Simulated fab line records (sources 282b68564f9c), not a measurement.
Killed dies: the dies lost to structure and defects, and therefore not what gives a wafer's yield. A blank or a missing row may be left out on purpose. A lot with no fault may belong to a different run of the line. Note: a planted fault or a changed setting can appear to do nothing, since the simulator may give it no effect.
fab line records	flow rit-cmos
[record] lots = 14	wafers = 42	last-day = 7
route steps=202 shown PSD@147
lots untouched by any fault: they come from a run of this same line in which no faults occurred
start-h: hours from the record's opening day to when the first of the lot's shown wafers began	wait-h: hours from the lot's prior step to this one	" same as the row above	L1.1+2: one row covering several wafers at once	- no value present, or no start provided	* or withheld: withheld	< > ~ a bound
route shown NAME@n: a module of which the file shows steps, and the number in the route of the first	usual: mean and standard deviation over wafers with no fault	same: alike in all rows	chamber/n: place in a boat	sites: each site's reading	_std_site: the values' standard deviation	_edge_site: mean of outer sites minus mean of inner sites	radius-mm: how far each site lies from the wafer's centre	mask NAME#n: copy n	behind: tool/chamber where the wafer was last shaped	hold: reason for holding the lot/hours on hold/outcome of the hold	device: the n, p or np transistor that did not switch	end of line: tests of these same wafers at the route's end	step lacking rows: just its recipe	killed: not the wafer's yield, but the dies lost to structure and defects at the first sort	map: shows each die of a wafer: x if killed, . if not, _ if none is there
set.NAME: the setting that was run; set.NAME@STEP: the one run at that earlier step	model.NAME: the simulator's own value behind a step, which no gauge read
steps of the route over a sample of lots; a table a step, a row a wafer
[[steps]]
[step RIT_PSD_DEVELOP_05]
[recipe] resist = NOVOLAK	develop-time-s = 50	dev-temp-c = 23
[usual] chill-plate-temp-C = 23.00/0.1	develop-time-s = 50/0
lot.wafer	tool	chamber	start-h	wait-h	chill-plate-temp-C	develop-time-s
L810.1	litho-track-01	0	49	-	23.10	50
L810.2	"	0	"	"	23.03	50
L810.5	"	0	"	"	23.08	50
L812.1	litho-track-01	0	58	-	23.04	50
L812.4	"	0	"	"	22.98	50
L812.6	"	0	59	-	23.13	50
L815.2	litho-track-03	0	77	-	23.10	50
L815.4	"	0	"	"	23.01	50
L815.5	"	0	"	"	23.18	50
L817.1	litho-track-01	0	84	-	23.10	50
L817.2	"	0	"	"	23.15	50
L817.6	"	0	"	"	23.00	50
L819.2	litho-track-01	0	94	-	22.91	50
L819.4	"	0	"	"	22.90	50
L819.5	"	0	"	"	22.83	50
L821.2	litho-track-01	0	104	-	23.03	50
L821.4	"	0	"	"	23.01	50
L821.6	"	0	"	"	22.97	50
L822.1	litho-track-02	0	108	-	22.91	50
L822.4	"	0	"	"	22.96	50
L822.5	"	0	"	"	23.13	50
L824.2	litho-track-03	-	120	-	-	-
L824.3	"	-	"	"	-	-
L824.6	"	-	"	"	-	-
L825.3	litho-track-01	-	122	-	-	-
L825.4	"	-	"	"	-	-
L825.6	"	-	"	"	-	-
L827.2	litho-track-01	0	136	-	23.01	50
L827.4	"	0	"	"	22.93	50
L827.6	"	0	"	"	23.02	50
L829.4	litho-track-02	0	142	-	23.02	50
L829.5	"	0	"	"	22.89	50
L829.6	"	0	"	"	22.90	50
L831.1	litho-track-02	0	152	-	22.92	50
L831.2	"	0	"	"	22.94	50
L831.5	"	0	"	"	22.88	50
L832.1	litho-track-03	0	159	-	22.89	50
L832.3	"	0	"	"	22.98	50
L832.5	"	0	160	-	22.96	50
L833.3	litho-track-01	0	164	-	23.01	50
L833.4	"	0	"	"	22.86	50
L833.5	"	0	"	"	23.03	50
[[key]]
[first-sign] step = RIT_PSD_DEVELOP_05	reading = tool-record	direction = missing
effect none on later readings
met-at RIT_PSD_DEVELOP_05
struck-lots L824,L825
sort-left-out L824.2,L824.3,L824.6,L825.3,L825.4,L825.6
tester-left-out L824,L825
onset-between 104 120
[fault] kind = skipped-step-whole	tool = litho-track-01,litho-track-03	chamber = -	onset-h = 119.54	steps = RIT_PSD_DEVELOP_05	scope = struck-lots-only
// tester-left-out: of these lots the tester's yield and bins aren't shown, on N5 and GAA mostly nor the transistor test; their killed dies are dies lost to structure and defects alone, not to doping, threshold or leakage, so they don't give the yield
// sort-left-out: the simulated sort isn't trusted on such a fault, so these wafers' sort isn't shown, and their yield isn't known
